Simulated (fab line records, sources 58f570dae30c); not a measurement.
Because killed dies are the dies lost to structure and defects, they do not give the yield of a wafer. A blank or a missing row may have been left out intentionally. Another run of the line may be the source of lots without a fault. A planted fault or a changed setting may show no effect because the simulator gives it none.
Tool commonality check | flow berkeley cmos170 | Sample size 14 lots and 42 wafers

== WHY THIS WAS OPENED ==
At UCB170_V1_CD_MEAS_12 the reading cd nm is flagged on 2 of 14 lots. Wafers without a fault read 699.9 nm, standard deviation 1.2.
Rule: a lot is flagged in two cases, either no wafer of it has a number, or all its wafers with numbers fall more than 4 standard deviations from that mean. As for the other lots, they are considered sound.

lot  | measured     | on        | cd nm (nm), wafer by wafer | flag
L271 | day 7 20:40  | cd sem-02 | 699.0 699.9 698.7          |
L270 | day 8 01:01  | cd sem-02 | 699.9 699.6 700.1          |
L273 | day 8 10:49  | cd sem-01 | 699.5 700.7 700.2          |
L274 | day 8 13:12  | cd sem-02 | 700.9 700.0 699.0          |
L276 | day 9 03:06  | cd sem-02 | 700.7 701.7 699.9          |
L279 | day 9 22:04  | cd sem-02 | 698.9 698.4 698.4          |
L283 | day 9 22:25  | cd sem-02 | 698.8 699.1 699.4          |
L281 | day 10 00:26 | cd sem-01 | 701.6 700.4 699.8          |
L282 | day 10 01:05 | cd sem-02 | 698.0 700.0 699.7          |
L285 | day 10 15:05 | cd sem-01 | 699.3 700.0 699.0          |
L286 | day 10 15:14 | cd sem-02 | 700.6 699.4 700.0          |
L288 | day 10 19:43 | cd sem-02 | 687.8 688.5 689.4          | FLAGGED
L292 | day 11 11:25 | cd sem-01 | 701.6 703.3 701.9          |
L291 | day 11 19:14 | cd sem-01 | 692.4 691.9 693.4          | FLAGGED
On average the flagged lots' numbers are 690.6 nm, which is -9.3 nm against the usual, or -8 standard deviations.

== WHICH TOOL EACH LOT WENT THROUGH ==
Before the reading, the record contains 3 process steps out of a 331-step route. Cell contents, in order: the tool; ch with the chambers the sampled wafers went through; the start.
lot  | flag    | UCB170_GATE_STRIP_16                 | UCB170_CONTACT_STRIP_06              | UCB170_V1_SOFTBAKE_08
L271 |         | plasma asher-04 ch 0,1, day 6 18:23  | plasma asher-03 ch 0,1, day 7 10:35  | litho track-01 ch 0, day 7 19:27
L270 |         | plasma asher-01 ch 0,1, day 6 18:07  | plasma asher-01 ch 0,1, day 7 12:22  | litho track-04 ch 0, day 8 00:11
L273 |         | plasma asher-04 ch 0,1, day 7 04:25  | plasma asher-04 ch 0, day 7 23:46    | litho track-01 ch 0, day 8 10:16
L274 |         | plasma asher-01 ch 0,1, day 7 04:17  | plasma asher-04 ch 0,1, day 8 02:08  | litho track-01 ch 0, day 8 12:32
L276 |         | plasma asher-02 ch 1, day 7 14:59    | plasma asher-03 ch 1, day 8 13:39    | litho track-01 ch 0, day 9 01:47
L279 |         | plasma asher-01 ch 0,1, day 8 16:15  | plasma asher-01 ch 0,1, day 9 11:08  | litho track-04 ch 0, day 9 20:49
L283 |         | plasma asher-04 ch 0,1, day 8 16:52  | plasma asher-03 ch 1, day 9 12:59    | litho track-04 ch 0, day 9 21:16
L281 |         | plasma asher-04 ch 0,1, day 8 16:32  | plasma asher-04 ch 0,1, day 9 13:02  | litho track-01 ch 0, day 9 23:47
L282 |         | plasma asher-04 ch 0,1, day 8 16:18  | plasma asher-03 ch 0,1, day 9 13:08  | litho track-04 ch 0, day 9 23:53
L285 |         | plasma asher-04 ch 0,1, day 9 05:32  | plasma asher-03 ch 0,1, day 10 01:44 | litho track-01 ch 0, day 10 14:32
L286 |         | plasma asher-02 ch 0,1, day 9 09:02  | plasma asher-01 ch 0,1, day 10 02:55 | litho track-04 ch 0, day 10 14:35
L288 | FLAGGED | plasma asher-04 ch 0,1, day 9 08:44  | plasma asher-04 ch 0,1, day 10 04:02 | litho track-01 ch 0, day 10 18:56
L292 |         | plasma asher-01 ch 0,1, day 10 09:37 | plasma asher-03 ch 0,1, day 11 01:23 | litho track-04 ch 0, day 11 10:26
L291 | FLAGGED | plasma asher-01 ch 0,1, day 10 10:01 | plasma asher-01 ch 0,1, day 11 06:25 | litho track-01 ch 0, day 11 18:42
What is done by these steps:
- UCB170_GATE_STRIP_16: strips in O2.
- UCB170_CONTACT_STRIP_06: strips in O2.
- UCB170_V1_SOFTBAKE_08: time 60 s.
- UCB170_V1_CD_MEAS_12: target cd 700 nm.

== FLAGGED OVER TOTAL, TOOL BY TOOL (the gauges that took the reading come last) ==
step                    | tool            | lots run | flagged | share of the flagged lots | sound lots run after its first flagged lot
UCB170_GATE_STRIP_16    | plasma asher-01 | 5        | 1       | some                      | 0
UCB170_GATE_STRIP_16    | plasma asher-02 | 2        | 0       | none                      | -
UCB170_GATE_STRIP_16    | plasma asher-04 | 7        | 1       | some                      | 0
UCB170_CONTACT_STRIP_06 | plasma asher-01 | 4        | 1       | some                      | 0
UCB170_CONTACT_STRIP_06 | plasma asher-03 | 6        | 0       | none                      | -
UCB170_CONTACT_STRIP_06 | plasma asher-04 | 4        | 1       | some                      | 0
UCB170_V1_SOFTBAKE_08   | litho track-01  | 8        | 2       | all                       | 0
UCB170_V1_SOFTBAKE_08   | litho track-04  | 6        | 0       | none                      | -
UCB170_V1_CD_MEAS_12    | cd sem-01       | 5        | 1       | some                      | 0
UCB170_V1_CD_MEAS_12    | cd sem-02       | 9        | 1       | some                      | 0

== WHAT IS ALLOWED BY THE TABLE ==
All flagged lots share 1 row of the table, namely litho track-01 at UCB170_V1_SOFTBAKE_08.
- litho track-01 at UCB170_V1_SOFTBAKE_08 ran 8 lots, 2 of them flagged. Last sound lot L285 at day 10 14:32, first flagged lot L288 at day 10 18:56; a fault beginning in between fits. Its own readings (heater power total W, plate temp C) fall more than 4 standard deviations out on all wafers of the flagged lots.
One tool is left: litho track-01 at UCB170_V1_SOFTBAKE_08.

== WHAT WAS PUT IN BY THE SIMULATOR ==
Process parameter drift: litho track-01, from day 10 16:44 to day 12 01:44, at UCB170_V1_SOFTBAKE_08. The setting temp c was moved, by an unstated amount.
Shown lots that were struck: L288, L291. The rule above found the same.
